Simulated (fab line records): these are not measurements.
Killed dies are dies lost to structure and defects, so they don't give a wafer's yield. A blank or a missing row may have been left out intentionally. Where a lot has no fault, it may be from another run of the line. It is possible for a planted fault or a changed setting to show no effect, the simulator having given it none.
fab line records	flow berkeley_cmos170
record lots=15	wafers=45	last_day=12
route steps=331 shown NWELL@19 WELLDRIVE@56 GATE@140 M3@326
lots untouched by any fault: they come from a run of this same line in which no faults occurred
start_h: hours from the record's opening day to when the first of the lot's shown wafers began	wait_h: hours from the lot's prior step to this one	" same as the row above	L1.1+2: several wafers, shown together as one row	- no value, or no start given	* or withheld: withheld	< > ~ a bound
route shown NAME@n: a module of which the file shows steps, and the number in the route of the first	usual: the fault-free wafers' mean and standard deviation	same: alike in all rows	chamber/n: place in a boat	sites: per-site readings	_std_site: the values' standard deviation	_edge_site: outer sites' mean less inner sites'	radius_mm: for every site, how far away it sits from the centre of the wafer	mask NAME#n: copy n	behind: tool/chamber where the wafer was last shaped	hold: the reason the lot was held/the length of the hold in hours/how it ended	device: which transistor (n, p or np) failed to switch	end of line: at the end of the route, the tests of the same wafers	a step without rows: its recipe alone	killed: at the first sort, the dies lost to defects and structure; wafer yield is something else	map: the dies of a wafer, with x for killed, . for not killed, _ for no die there
set.NAME: the setting as run; set.NAME@STEP: as run at that earlier step	model.NAME: the simulator's own value behind a step, which no gauge read
a sample of lots followed through the steps of the route, with each step as a table and each wafer as a row
services: from which hour (start_h, from the record's first day; less than 0 if before it) a tool's chamber was out of use, for how many hours, and why
## steps
# step UCB170_NWELL_THK_MEAS_05
# recipe reads=Si3N4_of_NWELL_CVD_04
# usual NWELL_NITRIDE_THK=224.1/2.6
lot.wafer	tool	chamber	start_h	wait_h	NWELL_NITRIDE_THK[nm]
L577.3	film_metro-01	-	28.70	0.0	222.3
L577.4	"	-	"	"	223.0
L577.5	"	-	"	"	222.0
L579.1	film_metro-01	-	37.78	0.0	228.1
L579.5	"	-	"	"	225.3
L579.6	"	-	"	"	225.5
L580.3	film_metro-03	-	41.42	0.0	226.0
L580.5	"	-	"	"	224.8
L580.6	"	-	"	"	224.6
L582.1	film_metro-03	-	50.25	0.0	219.5
L582.3	"	-	"	"	221.3
L582.6	"	-	"	"	221.5
L583.3	film_metro-03	-	62.12	0.0	223.7
L583.4	"	-	"	"	223.9
L583.6	"	-	"	"	223.3
L584.1	film_metro-02	-	62.15	0.1	229.7
L584.3	"	-	"	"	229.7
L584.4	"	-	"	"	229.7
L585.1	film_metro-03	-	68.95	0.0	223.7
L585.4	"	-	"	"	219.9
L585.5	"	-	"	"	223.1
L586.1	film_metro-01	-	74.03	0.0	225.3
L586.4	"	-	"	"	227.1
L586.6	"	-	"	"	225.2
L587.2	film_metro-03	-	83.28	0.0	222.3
L587.3	"	-	"	"	221.8
L587.5	"	-	"	"	223.2
L588.2	film_metro-02	-	88.05	0.1	226.4
L588.4	"	-	"	"	225.3
L588.5	"	-	"	"	228.8
L595.1	film_metro-03	-	125.99	0.0	220.7
L595.3	"	-	"	"	218.2
L595.4	"	-	"	"	219.7
L596.1	film_metro-02	-	125.99	0.0	222.4
L596.2	"	-	"	"	222.3
L596.6	"	-	"	"	223.8
L597.1	film_metro-03	-	134.57	0.0	225.4
L597.2	"	-	"	"	226.3
L597.5	"	-	"	"	226.3
L598.3	film_metro-03	-	137.36	0.0	224.4
L598.4	"	-	"	"	223.7
L598.6	"	-	"	"	224.6
L600.1	film_metro-03	-	138.44	0.0	221.1
L600.2	"	-	"	"	220.0
L600.4	"	-	"	"	220.2
# step UCB170_WELLDRIVE_OXIDATION_01
# recipe temp_c=1100	ambient=O2	target_thk_a=1990	ox_time_s=9000
# usual spike_tc_centre_C=1103.2/1.3	spike_tc_load_C=1127.5/1.2	spike_tc_source_C=1125/3.6	tube_center_temp_C=1100/0.11	tube_center_temp_C_max=1102.8/0.42	zone_power_load_pct=42/3.8	zone_power_source_pct=45/4.3
lot.wafer	tool	chamber	start_h	wait_h	spike_tc_centre_C	spike_tc_load_C	spike_tc_source_C	tube_center_temp_C	tube_center_temp_C_max	zone_power_load_pct	zone_power_source_pct
L577.3	furnace-02	0	53.86	2.8	1104.4	1127.2	1124	1099.8	1102.7	43	41
L577.4	"	0	"	"	1103.1	1127.5	1126	1100.1	1102.6	43	42
L577.5	"	0	"	"	1104.1	1128.1	1126	1100.1	1102.3	43	41
L579.1	furnace-01	0	62.92	2.8	1102.7	1127.7	1132	1100	1102.9	48	42
L579.5	"	0	"	"	1103.3	1128.5	1131	1100.1	1102.7	47	43
L579.6	"	0	"	"	1100.7	1127.6	1130	1099.9	1102.2	47	42
L580.3	furnace-01	0	70.60	3.5	1104.9	1128.0	1130	1100.1	1103.5	47	42
L580.5	"	0	"	"	1103.4	1127.7	1132	1100	1103.3	47	42
L580.6	"	0	"	"	1102.5	1128.4	1130	1100	1103.1	47	42
L582.1	furnace-02	0	80.98	4.6	1102.2	1128.8	1125	1100.1	1102.8	44	42
L582.3	"	0	"	"	1102.6	1128.9	1126	1100.1	1102.7	42	41
L582.6	"	0	"	"	1102.7	1128.2	1127	1099.9	1102.9	44	42
L583.3	furnace-02	0	91.58	3.5	1102.2	1128.9	1126	1100	1102.9	42	42
L583.4	"	0	"	"	1103.2	1128.6	1125	1100.1	1102.8	43	41
L583.6	"	0	"	"	1102.5	1126.2	1126	1099.8	1102.9	43	42
L584.1	furnace-02	0	91.58	3.5	1103.0	1129.3	1125	1100	1102.8	43	41
L584.3	"	0	"	"	1101.5	1127.9	1124	1100.1	1102.9	44	41
L584.4	"	0	"	"	1101.7	1128.6	1125	1100	1102.8	44	42
L585.1	furnace-02	0	97.99	2.6	971.6	994.6	992	968.68	970.9	32	31
L585.4	"	0	"	"	970.6	994.9	993	968.78	971.3	32	31
L585.5	"	0	"	"	970.9	994.7	993	968.67	971.0	32	30
L586.1	furnace-02	0	104.24	4.3	971.9	996.9	994	968.66	971.1	32	31
L586.4	"	0	"	"	971.8	994.0	994	968.74	971.5	32	31
L586.6	"	0	"	"	971.8	995.4	993	968.63	971.1	32	31
L587.2	furnace-01	0	113.71	5.6	1102.8	1128.8	1132	1100	1102.6	47	43
L587.3	"	0	"	"	1104.7	1129.4	1132	1100.2	1102.4	48	43
L587.5	"	0	"	"	1102.2	1127.2	1130	1100	1103.2	46	43
L588.2	furnace-02	0	118.93	4.2	971.9	995.3	991	968.9	972.2	32	31
L588.4	"	0	"	"	971.2	992.7	994	968.74	971.4	32	31
L588.5	"	0	"	"	972.2	996.0	991	968.78	971.0	32	31
L595.1	furnace-04	0	149.34	2.2	1103.1	1129.0	1120	1100	1102.7	38	51
L595.3	"	0	"	"	1104.7	1127.6	1121	1100	1103.5	37	50
L595.4	"	0	"	"	1103.9	1126.4	1122	1100	1103.1	36	50
L596.1	furnace-04	0	149.34	2.2	1105.0	1126.7	1122	1100.1	1103.1	37	51
L596.2	"	0	"	"	1104.3	1126.3	1123	1100	1102.6	37	50
L596.6	"	0	"	"	1103.1	1124.8	1121	1100	1103.2	37	51
L597.1	furnace-01	0	166.15	0.6	1102.3	1127.8	1133	1100	1103.3	46	43
L597.2	"	0	"	"	1101.6	1129.3	1130	1100	1103.1	47	44
L597.5	"	0	"	"	1101.0	1128.4	1130	1100	1103.1	47	42
L598.3	furnace-04	0	169.12	0.1	1103.0	1126.7	1120	1099.8	1102.3	37	51
L598.4	"	0	"	"	1103.8	1126.6	1122	1100.2	1102.7	37	50
L598.6	"	0	"	"	1105.0	1125.1	1122	1100	1102.9	37	50
L600.1	furnace-04	0	169.12	0.1	1104.0	1127.2	1122	1099.9	1102.2	38	51
L600.2	"	0	"	"	1106.2	1128.5	1122	1100	1103.0	37	51
L600.4	"	0	"	"	1103.0	1126.1	1122	1100	1103.0	37	51
# step UCB170_WELLDRIVE_THK_MEAS_02
# recipe reads=SiO2_of_WELLDRIVE_OXIDATION_01
# usual WELLDRIVE_OXIDE_THK=199/3.3
lot.wafer	tool	chamber	start_h	wait_h	hold	WELLDRIVE_OXIDE_THK[nm]
L577.3	film_metro-04	-	57.38	0.0	-	205
L577.4	"	-	"	"	-	198
L577.5	"	-	"	"	-	204
L579.1	film_metro-01	-	66.42	0.0	-	193
L579.5	"	-	"	"	-	193
L579.6	"	-	"	"	-	192
L580.3	film_metro-03	-	74.12	0.0	-	202
L580.5	"	-	"	"	-	203
L580.6	"	-	"	"	-	199
L582.1	film_metro-03	-	84.48	0.0	-	194
L582.3	"	-	"	"	-	192
L582.6	"	-	"	"	-	195
L584.1	film_metro-01	-	95.12	0.0	-	203
L584.3	"	-	"	"	-	202
L584.4	"	-	"	"	-	198
L583.3	film_metro-04	-	95.15	0.1	-	198
L583.4	"	-	"	"	-	197
L583.6	"	-	"	"	-	200
L585.1	film_metro-04	-	101.49	0.0	await_dispo/0.2h/release	73
L585.4	"	-	"	"	await_dispo/0.2h/release	74
L585.5	"	-	"	"	await_dispo/0.2h/release	72
L585.1	film_metro-04	-	101.72	0.2	-	73
L585.4	"	-	"	"	-	74
L585.5	"	-	"	"	-	72
L586.1	film_metro-01	-	107.74	0.0	await_dispo/0.2h/release	72
L586.4	"	-	"	"	await_dispo/0.2h/release	73
L586.6	"	-	"	"	await_dispo/0.2h/release	70
L586.1	film_metro-01	-	107.97	0.2	-	72
L586.4	"	-	"	"	-	73
L586.6	"	-	"	"	-	70
L587.2	film_metro-01	-	117.22	0.0	-	197
L587.3	"	-	"	"	-	199
L587.5	"	-	"	"	-	202
L588.2	film_metro-03	-	122.44	0.0	await_dispo/0.2h/release	65
L588.4	"	-	"	"	await_dispo/0.2h/release	66
L588.5	"	-	"	"	await_dispo/0.2h/release	64
L588.2	film_metro-03	-	122.66	0.2	-	65
L588.4	"	-	"	"	-	66
L588.5	"	-	"	"	-	64
L595.1	film_metro-01	-	152.84	0.0	-	198
L595.3	"	-	"	"	-	198
L595.4	"	-	"	"	-	201
L596.1	film_metro-04	-	152.84	0.0	-	204
L596.2	"	-	"	"	-	200
L596.6	"	-	"	"	-	199
L597.1	film_metro-03	-	169.65	0.0	-	203
L597.2	"	-	"	"	-	200
L597.5	"	-	"	"	-	203
L598.3	film_metro-01	-	172.64	0.0	-	201
L598.4	"	-	"	"	-	201
L598.6	"	-	"	"	-	201
L600.1	film_metro-04	-	172.67	0.0	-	204
L600.2	"	-	"	"	-	202
L600.4	"	-	"	"	-	202
# step UCB170_GATE_ETCH_14
# recipe chemistry=N2/H2	target_depth_a=withheld	overetch_a=withheld	target=BARC	time_s=withheld	source_w=500	bias_w=100	pressure_mtorr=30	n2_flow_sccm=100	h2_flow_sccm=200
# usual drypump_motor_current_A=5.7/0.41	n2_flow_sccm=100.01/0.26	oes_product_au=1.004/0.014	throttle_valve_pct=13.32/0.21
lot.wafer	tool	chamber	start_h	wait_h	drypump_motor_current_A	n2_flow_sccm	oes_product_au	throttle_valve_pct
L577.3	rie_diel-01	0	129.30	0.0	5.3	99.83	0.997	13.32
L577.4	"	3	"	"	5.5	100.24	1.001	13.26
L577.5	"	1	"	"	5.9	100.09	0.998	13.02
L579.1	rie_diel-01	2	137.34	0.0	6.3	100.02	1.027	12.95
L579.5	"	0	"	"	5.3	100.10	1.003	13.31
L579.6	"	3	"	"	5.6	100.07	1.008	13.30
L582.1	rie_diel-03	0	145.12	0.0	5.2	99.99	1.019	13.10
L582.3	"	2	"	"	5.0	100.44	0.989	13.57
L582.6	"	2	"	"	5.0	100.07	0.994	13.58
L580.3	rie_diel-01	0	145.24	0.0	5.3	100.45	0.996	13.33
L580.5	"	0	"	"	5.3	100.15	1.012	13.33
L580.6	"	3	"	"	5.5	100.17	1.002	13.26
L584.1	rie_diel-03	2	154.42	0.0	5.0	99.82	0.999	13.58
L584.3	"	0	"	"	5.2	99.88	1.031	13.09
L584.4	"	1	"	"	5.7	100.08	1.019	13.40
L583.3	rie_diel-01	3	154.54	0.0	5.5	100.26	1.018	13.27
L583.4	"	1	"	"	5.9	99.57	1.003	13.04
L583.6	"	0	"	"	5.3	99.96	0.996	13.31
L585.1	rie_diel-02	1	161.55	0.0	6.0	99.91	0.995	13.41
L585.4	"	3	"	"	5.9	99.73	1.004	13.66
L585.5	"	0	"	"	5.1	100.33	1.030	13.50
L586.1	rie_diel-02	3	172.47	0.0	5.9	100.04	1.007	13.66
L586.4	"	0	"	"	5.0	100.13	1.027	13.52
L586.6	"	1	"	"	6.1	100.30	0.996	13.40
L587.2	rie_diel-01	0	175.83	0.0	5.3	99.93	1.003	13.32
L587.3	"	2	"	"	6.4	99.92	1.022	12.94
L587.5	"	1	"	"	5.9	99.87	1.014	13.04
L588.2	rie_diel-03	2	176.11	0.0	5.0	100.07	0.984	13.58
L588.4	"	1	"	"	5.8	100.68	1.010	13.41
L588.5	"	2	"	"	5.0	99.85	0.993	13.57
L595.1	rie_diel-03	1	211.95	0.0	5.8	100.19	1.019	13.40
L595.3	"	3	"	"	5.8	99.87	0.975	13.14
L595.4	"	0	"	"	5.2	100.41	1.014	13.09
L596.1	rie_diel-01	0	212.41	0.0	5.3	100.07	0.997	13.33
L596.2	"	2	"	"	6.4	99.65	1.028	12.94
L596.6	"	2	"	"	6.4	100.10	1.019	12.96
L597.1	rie_diel-02	2	227.20	0.0	6.2	99.88	1.009	13.50
L597.2	"	3	"	"	5.9	99.87	1.002	13.65
L597.5	"	3	"	"	5.9	100.01	1.009	13.64
L598.3	rie_diel-02	2	234.19	0.0	6.2	99.76	0.994	13.50
L598.4	"	3	"	"	5.9	99.85	0.997	13.67
L598.6	"	2	"	"	6.2	99.54	1.009	13.52
L600.1	rie_diel-02	1	235.71	0.0	6.0	100.13	0.994	13.39
L600.2	"	2	"	"	6.2	99.85	1.017	13.51
L600.4	"	2	"	"	6.2	99.91	1.007	13.51
# step UCB170_M3_ETCH_17
# recipe chemistry=N2/H2	target_depth_a=withheld	overetch_a=withheld	target=BARC	time_s=withheld	source_w=500	bias_w=100	pressure_mtorr=30	n2_flow_sccm=100	h2_flow_sccm=200
# usual drypump_motor_current_A=5.7/0.4	n2_flow_sccm=100.04/0.29	oes_product_au=1.001/0.016	throttle_valve_pct=13.16/0.22
lot.wafer	tool	chamber	start_h	wait_h	drypump_motor_current_A	n2_flow_sccm	oes_product_au	throttle_valve_pct
L577.3	rie_diel-01	0	172.80	0.0	5.3	99.82	1.000	13.31
L577.4	"	2	"	"	6.4	99.95	1.017	12.95
L577.5	"	3	"	"	5.5	100.58	1.006	13.28
L579.1	rie_diel-04	0	176.56	0.0	5.3	100.19	0.965	13.00
L579.5	"	3	"	"	6.3	100.15	1.011	12.91
L579.6	"	0	"	"	5.4	100.12	0.978	12.99
L582.1	rie_diel-01	0	181.76	0.0	5.3	99.87	0.998	13.32
L582.3	"	1	"	"	6.0	99.98	1.021	13.03
L582.6	"	1	"	"	5.9	99.82	1.016	13.03
L580.3	rie_diel-03	2	187.80	0.0	5.0	100.03	0.988	13.57
L580.5	"	3	"	"	5.8	99.86	0.985	13.12
L580.6	"	2	"	"	5.0	100.13	1.000	13.57
L583.3	rie_diel-01	1	197.57	0.0	5.9	99.83	1.010	13.04
L583.4	"	2	"	"	6.4	100.07	1.020	12.95
L583.6	"	1	"	"	5.9	100.37	1.011	13.05
L584.1	rie_diel-04	3	198.29	0.0	6.3	100.02	1.021	12.92
L584.3	"	0	"	"	5.4	100.34	0.978	12.98
L584.4	"	2	"	"	5.8	100.26	0.980	13.54
L585.1	rie_diel-04	2	199.66	0.0	5.8	100.11	0.993	13.54
L585.4	"	1	"	"	5.9	100.12	0.985	13.05
L585.5	"	0	"	"	5.3	100.02	0.971	13.01
L586.1	rie_diel-01	0	208.14	0.0	5.3	99.80	0.994	13.32
L586.4	"	1	"	"	5.9	100.05	0.991	13.03
L586.6	"	3	"	"	5.5	99.96	1.006	13.25
L587.2	rie_diel-01	1	211.83	0.0	5.9	99.87	1.009	13.05
L587.3	"	3	"	"	5.6	99.92	1.004	13.25
L587.5	"	1	"	"	5.9	100.43	1.012	13.04
L588.2	rie_diel-04	3	212.01	0.0	6.3	99.75	1.022	12.91
L588.4	"	1	"	"	5.9	99.78	0.995	13.04
L588.5	"	1	"	"	5.9	100.02	0.989	13.06
L596.1	rie_diel-04	0	251.87	0.0	5.3	99.69	0.960	12.99
L596.2	"	1	"	"	5.9	99.83	1.000	13.05
L596.6	"	1	"	"	5.9	100.11	0.999	13.05
L595.1	rie_diel-04	1	255.11	0.0	5.9	100.12	0.992	13.05
L595.3	"	2	"	"	5.7	99.81	0.991	13.52
L595.4	"	3	"	"	6.3	99.71	1.001	12.90
L597.1	rie_diel-04	3	265.96	0.0	6.3	100.27	1.014	12.91
L597.2	"	2	"	"	5.8	100.11	0.991	13.52
L597.5	"	3	"	"	6.3	100.50	1.018	12.92
L598.3	rie_diel-04	1	277.75	0.0	5.9	100.10	0.985	13.05
L598.4	"	0	"	"	5.4	100.00	0.975	12.99
L598.6	"	1	"	"	5.9	100.35	0.997	13.05
L600.1	rie_diel-04	0	278.39	0.0	5.3	100.11	0.978	12.99
L600.2	"	3	"	"	6.3	100.15	1.003	12.92
L600.4	"	2	"	"	5.8	100.07	1.004	13.54
## services
tool	chamber	start_h	hours	kind
rie_diel-02	3	40.26	5.8	repair
rie_diel-04	-	41.98	4.3	pm
rie_diel-01	2	65.39	10.3	repair
furnace-04	-	75.10	3.7	pm
furnace-01	-	75.60	3.4	pm
rie_diel-02	2	98.51	6.9	repair
furnace-02	-	111.99	2.4	pm
rie_diel-01	2	114.56	-	clean
rie_diel-03	3	116.41	6.7	repair
rie_diel-01	-	151.16	2.8	pm
rie_diel-04	0	152.52	6.7	repair
furnace-04	-	160.19	4.8	pm
rie_diel-02	3	184.35	3.8	repair
rie_diel-02	3	210.18	4.5	repair
rie_diel-03	0	218.82	1.9	repair
rie_diel-04	3	220.07	9.5	repair
rie_diel-02	2	229.38	1.2	repair
rie_diel-02	0	229.98	8.6	repair
furnace-01	-	246.37	3.7	pm
rie_diel-01	3	247.09	3.1	repair
furnace-04	-	250.91	6.7	pm
furnace-02	-	251.37	2.5	pm
rie_diel-04	0	253.20	14.0	repair
rie_diel-02	0	267.27	7.3	repair
## key
first_sign step=UCB170_WELLDRIVE_OXIDATION_01	reading=tube_center_temp_C	direction=down	sigmas=99+	usual=*	struck=*
effect step=UCB170_WELLDRIVE_OXIDATION_01	reading=tube_center_temp_C_max	direction=down	sigmas=99+	usual=*	struck=*
effect step=UCB170_WELLDRIVE_THK_MEAS_02	reading=visit	direction=added
effect step=UCB170_WELLDRIVE_THK_MEAS_02	reading=WELLDRIVE_OXIDE_THK	direction=down	sigmas=40	usual=199	struck=70
met_at UCB170_WELLDRIVE_OXIDATION_01
struck_lots L585,L586,L588
tester_left_out L585,L586,L588
not_acting_at UCB170_NWELL_THK_MEAS_05,UCB170_GATE_ETCH_14,UCB170_M3_ETCH_17
fault kind=process_parameter_drift	tool=furnace-02	chamber=-	onset_h=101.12	steps=UCB170_WELLDRIVE_OXIDATION_01	channel=temp_c	offset=*	shape=step	end_h=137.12	acts_in=*	stated=*
# tester_left_out: of these lots the tester's yield and bins aren't shown, on N5 and GAA mostly nor the transistor test; their killed dies are dies lost to structure and defects alone, not to doping, threshold or leakage, so they don't give the yield
